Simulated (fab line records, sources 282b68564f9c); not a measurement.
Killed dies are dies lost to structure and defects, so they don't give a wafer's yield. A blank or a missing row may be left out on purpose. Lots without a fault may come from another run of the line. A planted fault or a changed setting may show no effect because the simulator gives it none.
A struck lot beside a sound one | flow rit_cmos | 22 steps out of a route of 202
Sound: wafers L638.1, L638.3, L638.6. Struck: wafers L650.2, L650.3, L650.5. The cause comes at the end.
At each step with rows: each side's tool, then ch and its chambers, then its first start. Under that, the readings that differ: sound wafers | struck wafers | difference of the means | sigmas: that difference in standard deviations of wafers without a fault.
alike: readings whose means differ by less than 2 such deviations, and words and numbers that are the same on both sides. not compared: withheld readings, readings that some wafer has no value for, bounds like >300 that may hide the same value, and numbers for which the record gives no deviation and whose values overlap.
The two part at a step that has a row with sigmas, a row that says differs or no value, or rows on one side only. Numbers that don't overlap but have no deviation are shown without sigmas and don't part them. A reading that every wafer of one side lacks parts them only if that side has two wafers or more.

first, 2 steps without rows for these wafers: RIT_NSD_HARDBAKE_07 (time 60 s); RIT_NSD_IMPLANT_08.
RIT_NSD_STRIP_09: strips in O2, time 180 s.
  sound on plasma_asher-02 ch 0,1, day 4 08:28; struck on plasma_asher-02 ch 1, day 7 02:53
  alike: drypump_motor_current_A
  not compared: rf_hours_counter_h
RIT_NSD_TW_MEAS_10:
  sound on film_metro-03, day 4 08:38; struck on film_metro-04, day 7 03:04
  reading | sound          | struck         | difference | sigmas
  NSD_TW  | 3146 3157 3156 | 3080 3085 3093 | -67        | -3
then, 6 steps without rows for these wafers: RIT_PSD_HMDS_00 (prime time 60 s); RIT_PSD_COAT_01 (resist thk 1000 nm); RIT_PSD_SOFTBAKE_02 (time 60 s); RIT_PSD_EXPOSE_03 (exposes mask M10, target cd 40900 nm); RIT_PSD_PEB_04; RIT_PSD_DEVELOP_05 (develop time 50 s).
RIT_PSD_OVL_MEAS_06:
  sound on overlay-02, day 4 09:43; struck on overlay-01, day 7 03:59
  alike: PSD_OVL
then, 1 step without rows for these wafers: RIT_PSD_HARDBAKE_07 (time 60 s).
RIT_PSD_IMPLANT_08:
  sound on implanter-03 ch 0, day 4 09:55; struck on implanter-03 ch 0, day 7 04:11
  reading            | sound             | struck            | difference | sigmas
  beam_on_s (s)      | 13.9 13.5 13.8    | 10.7 10.3 10.3    | -3.3       | -11
  faraday_current_uA | 11087 11343 11177 | 14408 14841 14842 | +3495      | +15
  alike: end_station_pressure_torr, tilt_deg
RIT_PSD_STRIP_09: strips in O2, time 180 s.
  sound on plasma_asher-01 ch 0,1, day 4 10:04; struck on plasma_asher-01 ch 0,1, day 7 04:19
  alike: drypump_motor_current_A
  not compared: rf_hours_counter_h
RIT_PSD_TW_MEAS_10:
  sound on film_metro-04, day 4 10:14; struck on film_metro-03, day 7 04:29
  alike: PSD_TW
then, 3 steps without rows for these wafers: RIT_SDANNEAL_CLEAN_00 (cleans in SC1, time 600 s); RIT_SDANNEAL_CLEAN_01 (cleans in dHF, time 30 s); RIT_SDANNEAL_CLEAN_02 (cleans in SC2, time 600 s).
RIT_SDANNEAL_RTA_03: time 5 s.
  sound on rtp_anneal-02 ch 0, day 4 10:41; struck on rtp_anneal-02 ch 0, day 7 04:55
  alike: wafer_temp_C_max
RIT_SDANNEAL_RS_MEAS_04: measures by four-point-probe.
  sound on film_metro-04, day 4 10:45; struck on film_metro-04, day 7 04:59
  reading         | sound             | struck            | difference | sigmas
  PSD_RS (ohm/sq) | 116.4 116.4 116.3 | 119.1 118.9 119.0 | +2.6       | +8
RIT_SDANNEAL_RS_MEAS_05: measures by four-point-probe.
  sound on film_metro-04, day 4 10:52; struck on film_metro-04, day 7 05:07
  alike: NSD_RS
RIT_M1_PROBE_99:
  sound on prober-01, day 4 18:38; struck on prober-02, day 7 12:23
  reading            | sound | struck | difference | sigmas
  killed_at_M0_to_M3 | 0 0 1 | 0 0 0  | +0         | -3
  alike: killed_at_front_end, killed_dies, killed_open, killed_short

WHERE THEY PART
First at RIT_NSD_TW_MEAS_10; last, within this record, at RIT_M1_PROBE_99.

WHY: what the simulator had put in
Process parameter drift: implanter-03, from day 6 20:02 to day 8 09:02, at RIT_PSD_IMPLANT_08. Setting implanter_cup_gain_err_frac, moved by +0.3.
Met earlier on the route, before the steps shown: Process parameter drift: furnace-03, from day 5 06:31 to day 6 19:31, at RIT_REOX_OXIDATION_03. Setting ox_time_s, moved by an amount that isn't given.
